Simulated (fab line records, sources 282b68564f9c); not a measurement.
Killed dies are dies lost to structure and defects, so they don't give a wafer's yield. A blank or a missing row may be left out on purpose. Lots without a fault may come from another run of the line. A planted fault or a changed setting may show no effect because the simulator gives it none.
A struck lot beside a sound one | flow rit_cmos | 39 steps out of a route of 202
Sound: wafers L185.1, L185.2, L185.4. Struck: wafers L188.3, L188.4, L188.6. The cause comes at the end.
At each step with rows: each side's tool, then ch and its chambers, then its first start. Under that, the readings that differ: sound wafers | struck wafers | difference of the means | sigmas: that difference in standard deviations of wafers without a fault.
alike: readings whose means differ by less than 2 such deviations, and words and numbers that are the same on both sides. not compared: withheld readings, readings that some wafer has no value for, bounds like >300 that may hide the same value, and numbers for which the record gives no deviation and whose values overlap.
The two part at a step that has a row with sigmas, a row that says differs or no value, or rows on one side only. Numbers that don't overlap but have no deviation are shown without sigmas and don't part them. A reading that every wafer of one side lacks parts them only if that side has two wafers or more.

first, 3 steps without rows for these wafers: RIT_GATE_EXPOSE_13 (exposes mask M6, target cd 150 nm); RIT_GATE_PEB_14; RIT_GATE_DEVELOP_15 (develop time 50 s).
RIT_GATE_CD_MEAS_16: target cd 150 nm.
  sound on cd_sem-02, day 4 05:24; struck on cd_sem-01, day 4 20:37
  alike: cd_nm
RIT_GATE_OVL_MEAS_17:
  sound on overlay-01, day 4 05:31; struck on overlay-01, day 4 20:43
  alike: GATE_OVL
then, 1 step without rows for these wafers: RIT_GATE_HARDBAKE_18 (time 60 s).
RIT_GATE_ETCH_19: etches poly-Si in SF6/CHF3/O2, stops on SiO2, time 165 s, target depth 312.5 nm.
  sound on rie_si-02 ch 1,2,3, day 4 05:43; struck on rie_si-02 ch 2,3, day 4 20:53
  alike: O2_flow_sccm, drypump_motor_current_A, oes_product_au, throttle_valve_pct
  not compared: rf_hours_counter_h
RIT_GATE_STRIP_20: strips in O2, time 180 s.
  sound on plasma_asher-03 ch 0,1, day 4 05:49; struck on plasma_asher-03 ch 0,1, day 4 21:03
  alike: drypump_motor_current_A, o2_flow_sccm
  not compared: rf_hours_counter_h
RIT_GATE_CD_MEAS_90: target cd 150 nm.
  sound on cd_sem-02, day 4 05:59; struck on cd_sem-01, day 4 21:12
  alike: cd_nm
then, 3 steps without rows for these wafers: RIT_REOX_CLEAN_00 (cleans in SC1, time 600 s); RIT_REOX_CLEAN_01 (cleans in dHF, time 30 s); RIT_REOX_CLEAN_02 (cleans in SC2, time 600 s).
RIT_REOX_OXIDATION_03: target thk 25.2 nm, ox time 5580 s.
  sound on furnace-01 ch 0, day 4 06:29; struck on furnace-02 ch 0, day 4 21:41
  reading                                     | sound                | struck              | difference | sigmas
  spike_tc_centre_C (C)                       | 905.6 904.1 903.2    | 907.1 908.1 909.1   | +3.8       | +2
  spike_tc_source_C (C)                       | 924.4 925.1 925.8    | 929.4 931.8 931.5   | +5.8       | +4
  tube_center_temp_C (C)                      | 899.95 900.02 899.96 | 907.8 908.03 907.95 | +7.9       | +99 or more
  tube_center_temp_C_max                      | 901.9 901.8 902.2    | 910.0 909.9 910.2   | +8.1       | +19
  model.SiO2_of_REOX_OXIDATION_03.thk_nm (nm) | 25.03 24.88 25.13    | 27.66 27.75 27.64   | +2.67      |
RIT_REOX_THK_MEAS_04:
  sound on film_metro-03, day 4 09:02; struck on film_metro-03, day 5 00:15
  reading             | sound          | struck         | difference | sigmas
  REOX_OXIDE_THK (nm) | 25.0 24.9 25.1 | 27.7 27.8 27.7 | +2.7       | +6
then, 6 steps without rows for these wafers: RIT_NLDD_HMDS_00 (prime time 60 s); RIT_NLDD_COAT_01 (resist thk 1000 nm); RIT_NLDD_SOFTBAKE_02 (time 60 s); RIT_NLDD_EXPOSE_03 (exposes mask M7, target cd 40700 nm); RIT_NLDD_PEB_04; RIT_NLDD_DEVELOP_05 (develop time 50 s).
RIT_NLDD_OVL_MEAS_06:
  sound on overlay-02, day 4 10:20; struck on overlay-01, day 5 01:10
  alike: NLDD_OVL
then, 2 steps without rows for these wafers: RIT_NLDD_HARDBAKE_07 (time 60 s); RIT_NLDD_IMPLANT_08.
RIT_NLDD_STRIP_09: strips in O2, time 180 s.
  sound on plasma_asher-03 ch 0,1, day 4 10:41; struck on plasma_asher-02 ch 0,1, day 5 01:32
  alike: drypump_motor_current_A, o2_flow_sccm
  not compared: rf_hours_counter_h
RIT_NLDD_TW_MEAS_10:
  sound on film_metro-02, day 4 10:51; struck on film_metro-02, day 5 01:40
  alike: NLDD_TW
then, 6 steps without rows for these wafers: RIT_PLDD_HMDS_00 (prime time 60 s); RIT_PLDD_COAT_01 (resist thk 1000 nm); RIT_PLDD_SOFTBAKE_02 (time 60 s); RIT_PLDD_EXPOSE_03 (exposes mask M8, target cd 40900 nm); RIT_PLDD_PEB_04; RIT_PLDD_DEVELOP_05 (develop time 50 s).
RIT_PLDD_OVL_MEAS_06:
  sound on overlay-01, day 4 11:53; struck on overlay-01, day 5 02:35
  alike: PLDD_OVL
then, 2 steps without rows for these wafers: RIT_PLDD_HARDBAKE_07 (time 60 s); RIT_PLDD_IMPLANT_08.
RIT_PLDD_STRIP_09: strips in O2, time 180 s.
  sound on plasma_asher-02 ch 0,1, day 4 12:13; struck on plasma_asher-03 ch 0,1, day 5 02:58
  alike: drypump_motor_current_A, o2_flow_sccm
  not compared: rf_hours_counter_h
RIT_PLDD_TW_MEAS_10:
  sound on film_metro-01, day 4 12:24; struck on film_metro-02, day 5 03:06
  alike: PLDD_TW
RIT_SPACER_CLEAN_00: cleans in SC1, time 600 s.
  sound on wet_bench-04 ch 0, day 4 12:28; struck on wet_bench-04 ch 1, day 5 03:08
  reading                                     | sound            | struck            | difference | sigmas
  model.SiO2_of_REOX_OXIDATION_03.thk_nm (nm) | 23.1 22.97 23.19 | 25.54 25.62 25.51 | +2.47      |
then, 1 step without rows for these wafers: RIT_SPACER_CLEAN_01 (cleans in dHF, time 30 s).
RIT_M1_PROBE_99:
  sound on prober-02, day 5 02:26; struck on prober-01, day 5 17:46
  reading                             | sound             | struck            | difference | sigmas
  model.etest.pmos_turned.r_on_ohm_um | 3303 3367 3477    | 4167 4356 4281    | +886       |
  model.etest.pmos_0p3.r_on_ohm_um    | 6098 6206 6298    | 6740 6906 6868    | +637       |
  model.etest.pmos_0p15.r_on_ohm_um   | 2639 2705 2741    | 3100 3218 3165    | +466       |
  model.etest.pldd.rs_ohm_sq          | 486 477.4 486.6   | 696.6 700.2 691.5 | +212.8     |
  model.etest.nmos_0p15.r_on_ohm_um   | 1116 1140 1168    | 1183 1208 1188    | +52        |
  model.etest.nmos_turned.drive_ua_um | 325.7 322.2 310.7 | 272 261.8 260.8   | -55        |
  model.etest.nldd.rs_ohm_sq          | 374 376.7 379.3   | 402.3 404.2 401   | +25.8      |
  alike: killed_at_M0_to_M3, killed_at_contacts, killed_at_front_end, killed_dies, killed_open, killed_short
  not compared: model.etest.nmos_0p3.r_on_ohm_um

WHERE THEY PART
First at RIT_REOX_OXIDATION_03; last, within this record, at RIT_REOX_THK_MEAS_04. Later steps at which nothing parts them and some readings are alike: RIT_NLDD_OVL_MEAS_06, RIT_NLDD_STRIP_09, RIT_NLDD_TW_MEAS_10, RIT_PLDD_OVL_MEAS_06, RIT_PLDD_STRIP_09, RIT_PLDD_TW_MEAS_10, RIT_M1_PROBE_99.

WHY: what the simulator had put in
Process parameter drift: furnace-02, from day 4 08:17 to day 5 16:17, at RIT_REOX_OXIDATION_03. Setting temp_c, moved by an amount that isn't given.
